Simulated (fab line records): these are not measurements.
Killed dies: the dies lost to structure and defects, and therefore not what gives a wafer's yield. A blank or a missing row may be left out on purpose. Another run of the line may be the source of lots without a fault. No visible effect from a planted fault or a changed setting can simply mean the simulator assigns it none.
Struck lot and sound lot, side by side    flow rit-cmos    18 out of 202 route steps
Sound: wafers L866.3, L866.4, L866.6. Struck: wafers L878.2, L878.3, L878.5. The cause comes at the end.
Order at every step that has rows: each side's tool, ch and its chambers, its first start. Under that, the readings that differ: sound wafers    struck wafers    difference of the means    sigmas: that difference in standard deviations of wafers without a fault.
alike: readings with means less than 2 such deviations apart, plus words and numbers identical on both sides. not compared: withheld readings, readings lacking a value on some wafer, bounds such as >300 that could conceal the same value, and numbers that have no deviation in the record and whose values overlap.
A row with sigmas, a row that says differs or no value, or rows on one side alone: a step with any of these is where the two part. When numbers do not overlap yet have no deviation, they are printed without sigmas and do not part them. Lack of a reading on every wafer of one side parts them only where that side has two or more wafers.

first, 1 step without rows for these wafers: RIT_PWELL_DEVELOP_05 (develop time 68 s).
RIT_PWELL_OVL_MEAS_06:
  struck on overlay-01, day 4 20:08; sound on overlay-01, day 2 11:57
  alike: PWELL_OVL
then, 2 steps without rows for these wafers: RIT_PWELL_HARDBAKE_07 (time 120 s); RIT_PWELL_IMPLANT_08.
RIT_PWELL_STRIP_09: strips in O2, time 180 s.
  sound on plasma-asher-01 ch 0,1, day 2 12:26; struck on plasma-asher-03 ch 0,1, day 4 20:34
  alike: drypump-motor-current-A, o2-flow-sccm
  not compared: rf-hours-counter-h
RIT_PWELL_TW_MEAS_10:
  struck on film-metro-03, day 4 20:46; sound on film-metro-03, day 2 12:34
  alike: PWELL_TW
then, 1 step without rows for these wafers: RIT_WELLDRIVE_ANNEAL_00 (time 14700 s).
RIT_WELLDRIVE_RS_MEAS_01: measurement is done with a four-point probe.
  struck on film-metro-03, day 5 01:55; sound on film-metro-01, day 2 18:36
  alike: NWELL_RS
RIT_WELLDRIVE_RS_MEAS_02: measurement is done with a four-point probe.
  struck on film-metro-03, day 5 02:02; sound on film-metro-01, day 2 18:43
  alike: PWELL_RS
then, 3 steps without rows for these wafers: RIT_NRETRO_HMDS_00 (prime time 60 s); RIT_NRETRO_COAT_01 (resist thk 1300 nm); RIT_NRETRO_SOFTBAKE_02 (time 60 s).
RIT_NRETRO_EXPOSE_03: exposes mask M4, target cd 43900 nm.
  sound on iline-stepper-02 ch 0, day 2 19:25; struck on iline-stepper-02 ch 0, day 5 02:36
reading                         sound                    struck             difference  sigmas
model.NRETRO.overlay-x-nm (nm)  -0.1173 -0.1173 -0.1173  6.579 6.579 6.579  +6.696      
  alike: mask
then, 2 steps without rows for these wafers: RIT_NRETRO_PEB_04; RIT_NRETRO_DEVELOP_05 (develop time 68 s).
RIT_NRETRO_OVL_MEAS_06:
  struck on overlay-01, day 5 03:01; sound on overlay-02, day 2 19:49
reading          sound        struck       difference  sigmas
NRETRO_OVL (nm)  0.9 1.4 1.4  6.8 9.4 7.9  +6.8        +5
then, 1 step without rows for these wafers: RIT_NRETRO_HARDBAKE_07 (time 120 s).
RIT_M1_PROBE_99:
  rows exist in the record for the struck wafers here (prober-01, day 6 07:40), but not for the sound ones

== WHERE THEY PART ==
First at RIT_NRETRO_OVL_MEAS_06; last, within this record, at RIT_M1_PROBE_99.

WHY: whatever the simulator had introduced
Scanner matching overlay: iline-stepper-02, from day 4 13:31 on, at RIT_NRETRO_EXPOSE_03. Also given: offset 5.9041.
